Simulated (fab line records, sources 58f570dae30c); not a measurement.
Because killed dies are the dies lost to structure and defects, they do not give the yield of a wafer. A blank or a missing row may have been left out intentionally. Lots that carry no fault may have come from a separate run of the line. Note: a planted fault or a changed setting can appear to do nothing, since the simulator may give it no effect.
Code-filled problem report in 8D (eight disciplines) form | flow berkeley-cmos170 | the parts of the form that need people (team, actions taken, sign-off) are left out

1. THE ISSUE
Wafers without a fault read 2.999e+12, standard deviation 3.5e+09; dose-ions-cm2 at UCB170_NVT_IMPLANT_07 reads a mean of 2.952e+12 on 6 wafers belonging to 2 lots. That is -14 standard deviations from the usual mean.
Earliest sighting: wafer L951.3 on implanter-03 at day 10 10:15. The record holds 42 wafers of 14 lots with a number at this step. Rule for "out" (also "out of limits"): further than 4 standard deviations from the usual mean. All remaining wafers that have a number are taken as sound.

2. WHAT IT IS, AND WHAT IT ISN'T
question                    | is                     | is not
which readings at this step | dose-ions-cm2          | -
which lots                  | L951, L956             | L936, L937, L938, L939, L940, L941, L942, L943, L944, L957, L958, L959
which wafers of those lots  | all that have a number | -
read on which tools         | implanter-03           | implanter-01, implanter-02
when                        | from day 10 10:15      | up to then (27 sound wafers); but 9 sound wafers of L957, L958, L959 came after

3. THE SUSPECTS, EACH WITH WHAT RULES IT OUT
Counting: a tool at any process step up to the reading remains a suspect when it ran all the lots that are out and ran no sound lot after the first of those.
- implanter-03 at UCB170_NVT_IMPLANT_07: kept. All lots that are out passed through it, beginning with L951 at day 10 10:15, and no sound lot followed; its final sound lot before that point was L942 at day 7 20:32. On those wafers its own readings are out: dose-ions-cm2.
The count leaves implanter-03 at UCB170_NVT_IMPLANT_07.

4. THE CAUSE (what the simulator had put in)
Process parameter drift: implanter-03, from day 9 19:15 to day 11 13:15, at UCB170_NVT_IMPLANT_07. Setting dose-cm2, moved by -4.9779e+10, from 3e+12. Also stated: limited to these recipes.
Counting left only this tool.

5. THE CHAIN OF EFFECTS, in route order
One row per reading whose mean, taken over the struck wafers that have a number, lies over 3 standard deviations from the usual. Only readings for which the record gives a usual standard deviation are gone through. hours: the time from each lot's start at the first step in this table that gives one to its start at this step, as a median over the lots. sigmas: the change in usual standard deviations.
hours | step                  | reading       | usual     | on struck wafers | change     | sigmas
0     | UCB170_NVT_IMPLANT_07 | dose-ions-cm2 | 2.999e+12 | 2.952e+12        | -4.750e+10 | -14
Here are the process steps it includes:
- UCB170_NVT_IMPLANT_07
Later measuring or inspecting steps at which every struck wafer that the step has a row for has a number for every such reading, and none has moved that far: UCB170_NVT_TW_MEAS_09, UCB170_GATE_THK_MEAS_02.

6. HOW IT WOULD HAVE BEEN CAUGHT EARLIER
In this record no reading fell out of limits until day 10 10:15, 15 hours after the fault had begun at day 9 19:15.
